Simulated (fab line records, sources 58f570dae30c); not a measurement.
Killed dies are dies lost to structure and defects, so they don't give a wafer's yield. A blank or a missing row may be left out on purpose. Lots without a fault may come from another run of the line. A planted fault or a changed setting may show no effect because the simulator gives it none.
One fault seen from 2 desks | flow berkeley_cmos170 | each desk has only its own numbers; what lay behind them comes last

THE METROLOGY DESK
What the gauges read, lot by lot, whatever tool the lot ran on: means of the sampled wafers that have a number. A lot is out of limits, marked OUT, if its mean lies more than 4 standard deviations from the usual mean; the brackets give that distance.
Columns: A = NSD_OVL at UCB170_NSD_OVL_MEAS_07, usual 0 nm; B = cd_nm at UCB170_M1_CD_MEAS_09, usual 699.8 nm
lot  | first seen here | A   | B
L586 | day 8 17:01     | -13 | 699.7
L585 | day 8 17:20     | -5  | 702.1
L590 | day 8 19:17     | 0   | 700.9
L587 | day 8 19:44     | -6  | 699.4
L591 | day 9 06:02     | 4   | 698.9
L592 | day 9 13:49     | -9  | 700.0
L594 | day 9 13:49     | -3  | -
L595 | day 9 14:33     | 2   | -
L596 | day 10 04:17    | 4   | -
L597 | day 10 04:41    | 3   | 699.5
L599 | day 11 12:01    | -2  | 701.3
L601 | day 11 12:17    | 12  | 701.0
L604 | day 11 12:26    | -4  | 698.9
L600 | day 11 12:34    | 3   | 698.7
L606 | day 12 13:44    | 7   | 699.7
This desk's finding: nothing out of limits on any of the 15 lots.

THE TOOL OWNER'S DESK: rie_diel-02
The tool's own readings at UCB170_CONTACT_ETCH_18 (etches PSG in CHF3/CF4/Ar, stops on TiSi2, target depth 840 nm, time 195 s): means of the sampled wafers that have a number, for each lot that ran on this tool. A lot is out of limits, marked OUT, if its mean lies more than 4 standard deviations from the usual mean; the brackets give that distance.
Columns: A = CHF3_flow_sccm at UCB170_CONTACT_ETCH_18, usual 44.99 sccm; B = cf4_flow_sccm at UCB170_CONTACT_ETCH_18, usual 15.00 sccm; C = drypump_motor_current_A at UCB170_CONTACT_ETCH_18, usual 5.8 A; D = oes_product_au at UCB170_CONTACT_ETCH_18, usual 0.901 a.u.; E = throttle_valve_pct at UCB170_CONTACT_ETCH_18, usual 6.94 %
lot  | first seen here | A     | B     | C   | D                | E
L590 | day 9 03:00     | 45.04 | 14.99 | 5.9 | 0.896            | 6.86
L587 | day 9 05:00     | 45.07 | 14.99 | 5.6 | 0.901            | 6.90
L594 | day 9 22:00     | 45.14 | 14.98 | 5.9 | 0.820 (-5.8) OUT | 6.85
L595 | day 10 02:00    | 45.04 | 14.99 | 6.0 | 0.830 (-5.1) OUT | 6.92
L596 | day 10 12:00    | 44.92 | 15.00 | 5.6 | 0.823 (-5.6) OUT | 6.89
This desk's finding: out of limits on L594, L595, L596; first on L594, day 9 22:00 (oes_product_au at UCB170_CONTACT_ETCH_18). In limits: L590, L587.

PUT TOGETHER
The tool owner's desk could have raised an alarm at day 9 22:00, on L594, L595, L596.
The metrology desk saw nothing out of limits.
The metrology desk has L594, L595, L596 on record, within its limits.
Of the lots named, all ran UCB170_CONTACT_ETCH_18 on rie_diel-02.

WHAT THE SIMULATOR HAD PUT IN
Process parameter drift: rie_diel-02, from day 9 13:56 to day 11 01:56, at UCB170_CONTACT_ETCH_18. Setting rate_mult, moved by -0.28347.
Lots struck among those shown: L594, L595, L596.
Hours from the fault's start to each desk's first reading out of limits: the tool owner's desk, 8.
